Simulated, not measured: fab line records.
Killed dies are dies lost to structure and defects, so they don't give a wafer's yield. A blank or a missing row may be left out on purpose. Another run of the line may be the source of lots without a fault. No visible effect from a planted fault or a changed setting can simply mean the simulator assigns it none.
A struck lot beside a sound one | flow ritCmos | 21 steps out of a route of 202
Sound: wafers L930.2, L930.3, L930.4. Wafers struck: L949.3, L949.4, L949.5. Last of all comes the cause.
Order at every step that has rows: each side's tool, ch and its chambers, its first start. Under that, the readings that differ: sound wafers | struck wafers | difference of the means | sigmas: that difference in standard deviations of wafers without a fault.
alike: readings with means less than 2 such deviations apart, plus words and numbers identical on both sides. not compared: withheld readings, readings lacking a value on some wafer, bounds such as >300 that could conceal the same value, and numbers that have no deviation in the record and whose values overlap.
A row with sigmas, a row that says differs or no value, or rows on one side alone: a step with any of these is where the two part. When numbers do not overlap yet have no deviation, they are printed without sigmas and do not part them. A reading that every wafer of one side lacks parts them only if that side has two wafers or more.

first, 6 steps without rows for these wafers: RIT_NRETRO_HMDS_00 (prime time 60 s); RIT_NRETRO_COAT_01 (resist thk 1300 nm); RIT_NRETRO_SOFTBAKE_02 (time 60 s); RIT_NRETRO_EXPOSE_03 (exposes mask M4, target cd 43900 nm); RIT_NRETRO_PEB_04; RIT_NRETRO_DEVELOP_05 (develop time 68 s).
RIT_NRETRO_OVL_MEAS_06:
  sound on overlay-01, day 2 10:46; struck on overlay-01, day 6 09:10
  alike: NRETRO_OVL
then, 2 steps without rows for these wafers: RIT_NRETRO_HARDBAKE_07 (time 120 s); RIT_NRETRO_IMPLANT_08.
RIT_NRETRO_STRIP_09: strips in O2, time 180 s.
  sound on plasmaAsher-02 ch 0,1, day 2 11:12; struck on plasmaAsher-04 ch 0,1, day 6 09:39
  alike: drypumpMotorCurrentA
  not compared: rfHoursCounterH
RIT_NRETRO_TW_MEAS_10:
  sound on filmMetro-01, day 2 11:23; struck on filmMetro-03, day 6 09:47
reading   | sound          | struck         | difference | sigmas
NRETRO_TW | 1053 1043 1045 | 1060 1056 1064 | +13        | +2
then, 1 step without rows for these wafers: RIT_PRETRO_HMDS_00 (prime time 60 s).
RIT_PRETRO_COAT_01: resist thk 1300 nm.
  sound on lithoTrack-01 ch 0, day 2 11:37; struck on lithoTrack-02 ch 0, day 6 10:02
reading                                    | sound                | struck               | difference | sigmas
spinSpeedRpm (rpm)                         | 1998.9 2000.6 2000.0 | 1966.4 1967.0 1965.6 | -33.5      | -26
model.NOVOLAK_of_PRETRO_COAT_01.thkNm (nm) | 1295 1296 1295       | 1314 1317 1317       | +21        | 
  alike: dispensePressureKPa, resistLineTempC
then, 4 steps without rows for these wafers: RIT_PRETRO_SOFTBAKE_02 (time 60 s); RIT_PRETRO_EXPOSE_03 (exposes mask M5, target cd 43700 nm); RIT_PRETRO_PEB_04; RIT_PRETRO_DEVELOP_05 (develop time 68 s).
RIT_PRETRO_OVL_MEAS_06:
  sound on overlay-02, day 2 12:19; struck on overlay-02, day 6 10:50
  alike: PRETRO_OVL
RIT_PRETRO_HARDBAKE_07: time 120 s.
  sound on lithoTrack-03 ch 0, day 2 12:23; struck on lithoTrack-02 ch 0, day 6 10:57
reading                                    | sound          | struck         | difference | sigmas
model.NOVOLAK_of_PRETRO_COAT_01.thkNm (nm) | 1133 1133 1133 | 1149 1152 1152 | +18        | 
  alike: resistLineTempC
after that, 1 step had no rows for these wafers: RIT_PRETRO_IMPLANT_08.
RIT_M1_PROBE_99:
  the record has rows for the struck wafers here (prober-01, day 7 14:32) and none for the sound ones

WHERE THEY PART
Earliest at RIT_NRETRO_TW_MEAS_10; latest, in this record, at RIT_M1_PROBE_99.

WHY: whatever the simulator had introduced
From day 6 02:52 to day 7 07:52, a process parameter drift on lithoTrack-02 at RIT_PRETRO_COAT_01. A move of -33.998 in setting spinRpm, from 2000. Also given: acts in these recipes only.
